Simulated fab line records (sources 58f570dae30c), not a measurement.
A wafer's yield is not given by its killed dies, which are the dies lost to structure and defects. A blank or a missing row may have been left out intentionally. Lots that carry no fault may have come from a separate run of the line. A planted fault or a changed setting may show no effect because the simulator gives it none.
Lot-split experiment || flow berkeley cmos170 || 5 lots, 23 wafers read, on a route of 331 steps

## THE SPLIT
At UCB170_ACTIVE_OXIDATION_02 (target thk 26.4 nm, ox time 1260 s), the setting temp c was moved away from the recipe's 1000 C on 20 of the 23 wafers read, by -2.7% to +1.5%. This setting was run at the recipe's value on the other wafers.

The file shows no step between the split and the reading.

## THE READING
ACTIVE_OXIDE_THK in nanometres, read at UCB170_ACTIVE_THK_MEAS_03. A value of 26.7 nm with a standard deviation of 0.58 nm is what fault-free wafers of this fab line usually give.

{"wafer": "L075.2", "tool, chamber at the split": "-, -", "temp c as run, C": 988.3, "against the recipe": "-1.2%", "ACTIVE_OXIDE_THK, nm": 23.9, "against lot-mates on the recipe": "no lot-mate on the recipe"}
{"wafer": "L075.3", "tool, chamber at the split": "-, -", "temp c as run, C": 988.3, "against the recipe": "-1.2%", "ACTIVE_OXIDE_THK, nm": 23.6, "against lot-mates on the recipe": "no lot-mate on the recipe"}
{"wafer": "L075.4", "tool, chamber at the split": "-, -", "temp c as run, C": 988.3, "against the recipe": "-1.2%", "ACTIVE_OXIDE_THK, nm": 23.2, "against lot-mates on the recipe": "no lot-mate on the recipe"}
{"wafer": "L075.5", "tool, chamber at the split": "-, -", "temp c as run, C": 988.3, "against the recipe": "-1.2%", "ACTIVE_OXIDE_THK, nm": 23.0, "against lot-mates on the recipe": "no lot-mate on the recipe"}
{"wafer": "L075.6", "tool, chamber at the split": "-, -", "temp c as run, C": 988.3, "against the recipe": "-1.2%", "ACTIVE_OXIDE_THK, nm": 24.1, "against lot-mates on the recipe": "no lot-mate on the recipe"}
{"wafer": "L079.1", "tool, chamber at the split": "furnace-01, 0", "temp c as run, C": 1000, "against the recipe": "recipe", "ACTIVE_OXIDE_THK, nm": 26.4, "against lot-mates on the recipe": "-"}
{"wafer": "L079.4", "tool, chamber at the split": "furnace-01, 0", "temp c as run, C": 1000, "against the recipe": "recipe", "ACTIVE_OXIDE_THK, nm": 26.6, "against lot-mates on the recipe": "-"}
{"wafer": "L079.6", "tool, chamber at the split": "furnace-01, 0", "temp c as run, C": 1000, "against the recipe": "recipe", "ACTIVE_OXIDE_THK, nm": 26.8, "against lot-mates on the recipe": "-"}
{"wafer": "L076.1", "tool, chamber at the split": "-, -", "temp c as run, C": 972.8, "against the recipe": "-2.7%", "ACTIVE_OXIDE_THK, nm": 21.1, "against lot-mates on the recipe": "no lot-mate on the recipe"}
{"wafer": "L076.2", "tool, chamber at the split": "-, -", "temp c as run, C": 972.8, "against the recipe": "-2.7%", "ACTIVE_OXIDE_THK, nm": 21.1, "against lot-mates on the recipe": "no lot-mate on the recipe"}
{"wafer": "L076.4", "tool, chamber at the split": "-, -", "temp c as run, C": 972.8, "against the recipe": "-2.7%", "ACTIVE_OXIDE_THK, nm": 20.8, "against lot-mates on the recipe": "no lot-mate on the recipe"}
{"wafer": "L076.5", "tool, chamber at the split": "-, -", "temp c as run, C": 972.8, "against the recipe": "-2.7%", "ACTIVE_OXIDE_THK, nm": 20.6, "against lot-mates on the recipe": "no lot-mate on the recipe"}
{"wafer": "L076.6", "tool, chamber at the split": "-, -", "temp c as run, C": 972.8, "against the recipe": "-2.7%", "ACTIVE_OXIDE_THK, nm": 20.6, "against lot-mates on the recipe": "no lot-mate on the recipe"}
{"wafer": "L081.1", "tool, chamber at the split": "-, -", "temp c as run, C": 1009, "against the recipe": "+0.9%", "ACTIVE_OXIDE_THK, nm": 29.0, "against lot-mates on the recipe": "no lot-mate on the recipe"}
{"wafer": "L081.2", "tool, chamber at the split": "-, -", "temp c as run, C": 1009, "against the recipe": "+0.9%", "ACTIVE_OXIDE_THK, nm": 28.4, "against lot-mates on the recipe": "no lot-mate on the recipe"}
{"wafer": "L081.3", "tool, chamber at the split": "-, -", "temp c as run, C": 1009, "against the recipe": "+0.9%", "ACTIVE_OXIDE_THK, nm": 28.5, "against lot-mates on the recipe": "no lot-mate on the recipe"}
{"wafer": "L081.4", "tool, chamber at the split": "-, -", "temp c as run, C": 1009, "against the recipe": "+0.9%", "ACTIVE_OXIDE_THK, nm": 28.3, "against lot-mates on the recipe": "no lot-mate on the recipe"}
{"wafer": "L081.5", "tool, chamber at the split": "-, -", "temp c as run, C": 1009, "against the recipe": "+0.9%", "ACTIVE_OXIDE_THK, nm": 28.3, "against lot-mates on the recipe": "no lot-mate on the recipe"}
{"wafer": "L084.1", "tool, chamber at the split": "-, -", "temp c as run, C": 1015, "against the recipe": "+1.5%", "ACTIVE_OXIDE_THK, nm": 30.7, "against lot-mates on the recipe": "no lot-mate on the recipe"}
{"wafer": "L084.2", "tool, chamber at the split": "-, -", "temp c as run, C": 1015, "against the recipe": "+1.5%", "ACTIVE_OXIDE_THK, nm": 31.0, "against lot-mates on the recipe": "no lot-mate on the recipe"}
{"wafer": "L084.3", "tool, chamber at the split": "-, -", "temp c as run, C": 1015, "against the recipe": "+1.5%", "ACTIVE_OXIDE_THK, nm": 30.6, "against lot-mates on the recipe": "no lot-mate on the recipe"}
{"wafer": "L084.5", "tool, chamber at the split": "-, -", "temp c as run, C": 1015, "against the recipe": "+1.5%", "ACTIVE_OXIDE_THK, nm": 30.8, "against lot-mates on the recipe": "no lot-mate on the recipe"}
{"wafer": "L084.6", "tool, chamber at the split": "-, -", "temp c as run, C": 1015, "against the recipe": "+1.5%", "ACTIVE_OXIDE_THK, nm": 30.6, "against lot-mates on the recipe": "no lot-mate on the recipe"}

FIT RESULTS
A straight line over all 23 wafers: ACTIVE_OXIDE_THK changes by +2.31 nm for each +1% of temp c; r = +0.99; the points scatter about the line by 0.51 nm.
Too few moved wafers have a lot-mate on the recipe to fit a line with each lot's own level taken away.

## THE WHOLE CHAIN: every reading that the file lists as answering this split, in the file's order
{"step": "UCB170_ACTIVE_OXIDATION_02", "what it does": "target thk 26.4 nm, ox time 1260 s", "reading": "SiO2_of_ACTIVE_OXIDATION_02.thk nm (the simulator's own value, which no gauge read)", "change (the file's fit)": "+2.32 nm for each +1% of the setting", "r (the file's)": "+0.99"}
{"step": "UCB170_ACTIVE_THK_MEAS_03", "what it does": "", "reading": "ACTIVE_OXIDE_THK", "change (the file's fit)": "+2.32 for each +1% of the setting", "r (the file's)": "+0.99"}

## THE FILE'S OWN FIT
ACTIVE_OXIDE_THK changes by +2.32 nm for each +1% of temp c, r = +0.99.
